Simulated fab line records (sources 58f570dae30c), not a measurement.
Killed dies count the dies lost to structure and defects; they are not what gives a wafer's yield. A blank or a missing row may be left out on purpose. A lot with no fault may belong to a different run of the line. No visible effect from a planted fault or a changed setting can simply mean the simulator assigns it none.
Matching of chambers | flow berkeleyCmos170 | cmp-02 running UCB170_V1_CMP_02: 4 sister chambers
The step polishes SiO2. 16 wafers are shown with their chamber, then 8 later ones without.

## EACH WAFER AND ITS CHAMBER
wafer  | chamber | motorCurrentA (A) | slurryFlowMlMin
L873.1 | 1       | 14.1              | 149.8
L873.2 | 3       | 15.5              | 149.3
L873.3 | 2       | 15.1              | 150.2
L874.1 | 2       | 15.2              | 150.1
L874.3 | 0       | 15.2              | 150.7
L874.5 | 0       | 14.7              | 149.8
L876.3 | 2       | 15.2              | 150.0
L876.4 | 0       | 15.8              | 150.5
L876.6 | 2       | 16.3              | 151.2
L880.1 | 3       | 15.4              | 149.7
L880.3 | 2       | 15.1              | 150.2
L880.5 | 3       | 15.8              | 150.8
L886.1 | 3       | 15.8              | 150.5
L886.2 | 1       | 14.4              | 149.4
L886.4 | 2       | 15.6              | 151.0
L888.1 | 3       | 16.4              | 149.1

SIGNATURES, as means of the wafers listed above
reading         | chamber 0 | chamber 1 | chamber 2 | chamber 3 | scatter within a chamber
motorCurrentA   | 15.233    | 14.250    | 15.417    | 15.780    | 0.444
slurryFlowMlMin | 150.333   | 149.600   | 150.450   | 149.880   | 0.581
Rule: for each reading, subtract the chamber's mean from the wafer's reading, divide by that reading's scatter and square the result; add these up over the readings and take the root, which gives the wafer's distance from the chamber. If the next closest chamber is less than 2 further off than the closest, the wafer can't be placed; otherwise it belongs to the closest. How the scatter is found: for the shown wafers, subtract from each reading the mean of its chamber, square and add these, divide the total by (wafers less chambers), then take the root.

## WAFERS WHOSE CHAMBER IS MISSING
wafer  | motorCurrentA (A) | slurryFlowMlMin
L888.4 | 15.7              | 150.6
L888.5 | 15.6              | 150.2
L891.2 | 15.4              | 151.0
L891.4 | 15.6              | 149.7
L891.6 | 15.7              | 150.0
L892.2 | 14.4              | 149.8
L892.3 | 15.5              | 150.3
L892.5 | 15.6              | 149.9

## CHAMBER TAKEN BY EACH
wafer  | from the rows above          | in truth
L888.4 | can't be placed: 2 or 0 or 3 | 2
L888.5 | can't be placed: 2 or 3 or 0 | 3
L891.2 | can't be placed: 2 or 0 or 3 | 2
L891.4 | can't be placed: 3 or 2 or 0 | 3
L891.6 | can't be placed: 3 or 2 or 0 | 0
L892.2 | can't be placed: 1 or 0      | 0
L892.3 | can't be placed: 2 or 0 or 3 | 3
L892.5 | can't be placed: 3 or 2 or 0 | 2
Placed correctly: 0 of 8. Not placeable from these rows: 8 (in 8, the candidates include the true chamber). Wrongly placed: 0.
